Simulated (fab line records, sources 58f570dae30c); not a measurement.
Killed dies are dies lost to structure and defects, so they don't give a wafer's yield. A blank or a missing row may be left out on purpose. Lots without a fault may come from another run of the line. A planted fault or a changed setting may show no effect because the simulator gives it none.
Split-lot experiment | flow berkeley_cmos170 | 5 lots, 23 wafers read, on a route of 331 steps

THE SPLIT
At UCB170_CONTACT_CVD_01 (deposits PSG from SiH4/O2/PH3, target thk 700 nm, time 2820 s), the setting time_s was moved away from the recipe's 2820 s on 20 of the 23 wafers read, by -11.2% to +12.3%. The other wafers ran this setting at the recipe's value.

FROM THE SPLIT TO THE READING: what the file shows between them, 2 steps
- UCB170_CONTACT_THK_MEAS_02
- UCB170_CONTACT_ETCH_17: etches BARC in N2/H2 (also split here: source_w)

THE READING
oes_product_au, in a.u., at UCB170_CONTACT_ETCH_18 (etches PSG in CHF3/CF4/Ar, stops on TiSi2, target depth 840 nm, time 195 s). Fault-free wafers of this fab line usually give 0.890 a.u., standard deviation 0.014 a.u..

wafer  | tool, chamber at the split | time_s as run, s | against the recipe | oes_product_au, a.u. | against lot-mates on the recipe
L077.1 | -, -                       | 3092             | +9.6%              | 0.920                | no lot-mate on the recipe
L077.2 | -, -                       | 3092             | +9.6%              | 0.931                | no lot-mate on the recipe
L077.3 | -, -                       | 3092             | +9.6%              | 0.928                | no lot-mate on the recipe
L077.4 | -, -                       | 3092             | +9.6%              | 0.958                | no lot-mate on the recipe
L077.6 | -, -                       | 3092             | +9.6%              | 0.933                | no lot-mate on the recipe
L080.1 | -, -                       | 2623             | -7.0%              | 0.845                | no lot-mate on the recipe
L080.3 | -, -                       | 2623             | -7.0%              | 0.845                | no lot-mate on the recipe
L080.4 | -, -                       | 2623             | -7.0%              | 0.883                | no lot-mate on the recipe
L080.5 | -, -                       | 2623             | -7.0%              | 0.869                | no lot-mate on the recipe
L080.6 | -, -                       | 2623             | -7.0%              | 0.846                | no lot-mate on the recipe
L082.1 | -, -                       | 3168             | +12.3%             | 0.934                | no lot-mate on the recipe
L082.2 | -, -                       | 3168             | +12.3%             | 0.966                | no lot-mate on the recipe
L082.3 | -, -                       | 3168             | +12.3%             | 0.959                | no lot-mate on the recipe
L082.4 | -, -                       | 3168             | +12.3%             | 0.949                | no lot-mate on the recipe
L082.5 | -, -                       | 3168             | +12.3%             | 0.969                | no lot-mate on the recipe
L083.1 | -, -                       | 2503             | -11.2%             | 0.829                | no lot-mate on the recipe
L083.2 | -, -                       | 2503             | -11.2%             | 0.850                | no lot-mate on the recipe
L083.4 | -, -                       | 2503             | -11.2%             | 0.820                | no lot-mate on the recipe
L083.5 | -, -                       | 2503             | -11.2%             | 0.824                | no lot-mate on the recipe
L083.6 | -, -                       | 2503             | -11.2%             | 0.843                | no lot-mate on the recipe
L085.1 | lpcvd-02, 0                | 2820             | recipe             | 0.903                | -
L085.2 | lpcvd-02, 0                | 2820             | recipe             | 0.884                | -
L085.5 | lpcvd-02, 0                | 2820             | recipe             | 0.890                | -

THE FIT
A straight line over all 23 wafers: oes_product_au changes by +0.00498 a.u. for each +1% of time_s; r = +0.96; the points scatter about the line by 0.014 a.u..
Too few moved wafers have a lot-mate on the recipe to fit a line with each lot's own level taken away.

THE WHOLE CHAIN: every reading that the file lists as answering this split, in the file's order
step                       | what it does                                                               | reading                                                                       | change (the file's fit)                   | r (the file's)
UCB170_CONTACT_CVD_01      | deposits PSG from SiH4/O2/PH3, target thk 700 nm, time 2820 s              | PSG_of_CONTACT_CVD_01.thk_nm (the simulator's own value, which no gauge read) | +7.05 nm for each +1% of the setting      | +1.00
UCB170_CONTACT_THK_MEAS_02 |                                                                            | CONTACT_PSG_THK                                                               | +7.05 for each +1% of the setting         | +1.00
UCB170_CONTACT_ETCH_18     | etches PSG in CHF3/CF4/Ar, stops on TiSi2, target depth 840 nm, time 195 s | oes_product_au                                                                | +0.00498 a.u. for each +1% of the setting | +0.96
UCB170_CONTACT_ETCH_18     | etches PSG in CHF3/CF4/Ar, stops on TiSi2, target depth 840 nm, time 195 s | etch.depth_nm (the simulator's own value, which no gauge read)                | +6.92 nm for each +1% of the setting      | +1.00
UCB170_CONTACT_ETCH_18     | etches PSG in CHF3/CF4/Ar, stops on TiSi2, target depth 840 nm, time 195 s | CONTACT.feature_depth_nm (the simulator's own value, which no gauge read)     | +7.05 nm for each +1% of the setting      | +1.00
UCB170_M1_METAL_ETCH_12    | etches Al in Cl2/BCl3, stops on PSG, target depth 780 nm, time 130 s       | PSG_of_CONTACT_CVD_01.thk_nm (the simulator's own value, which no gauge read) | +7.09 nm for each +1% of the setting      | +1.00

THE FILE'S OWN FIT
oes_product_au changes by +0.00498 a.u. for each +1% of time_s, r = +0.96.
